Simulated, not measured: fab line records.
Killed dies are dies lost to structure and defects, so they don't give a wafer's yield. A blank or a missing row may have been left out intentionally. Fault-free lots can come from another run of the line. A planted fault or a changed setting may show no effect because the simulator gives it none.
Matching of chambers | flow rit-cmos | RIT_ACTIVE_CLEAN_15 on wet-bench-02: 4 sister chambers
The step cleans in SC1, time 600 s. 4 wafers are shown with their chamber, then 8 later ones without.

== WAFERS, EACH WITH ITS CHAMBER ==
wafer  | chamber | bath-heat-duty-pct (%)
L466.5 | 0       | 12.9
L469.4 | 3       | 12.8
L470.6 | 1       | 17.9
L473.1 | 2       | 16.5

== WAFERS WITHOUT THEIR CHAMBER ==
wafer  | bath-heat-duty-pct (%)
L473.3 | 16.0
L473.4 | 15.6
L474.2 | 16.6
L474.4 | 15.8
L474.5 | 15.8
L483.3 | 15.3
L483.4 | 15.5
L483.5 | 15.2

== EACH ONE'S CHAMBER ==
wafer  | from the rows above               | in truth
L473.3 | can't be placed: 2 or 1           | 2
L473.4 | can't be placed: 2 or 1           | 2
L474.2 | can't be placed: 2 or 1           | 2
L474.4 | can't be placed: 2 or 1           | 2
L474.5 | can't be placed: 2 or 1           | 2
L483.3 | can't be placed: 2 or 0 or 3 or 1 | 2
L483.4 | can't be placed: 2 or 1 or 0 or 3 | 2
L483.5 | can't be placed: 2 or 0 or 3 or 1 | 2
Placed correctly: 0 of 8. Not placeable from these rows: 8 (in 8, the candidates include the true chamber). 0 placed wrongly.
How it was worked out, from the rows above alone: a wafer's distance from a chamber is the root of the sum, over the readings, of the square of ((its reading less the chamber's mean) divided by the reading's scatter). The wafer belongs to the nearest chamber; if the next one is less than 2 further off, it can't be placed. For every chamber, the mean is computed from those of its wafers that are shown. The scatter: with one shown wafer a chamber, the root of the mean of the squares of how far each hidden wafer lies from its nearest shown one.
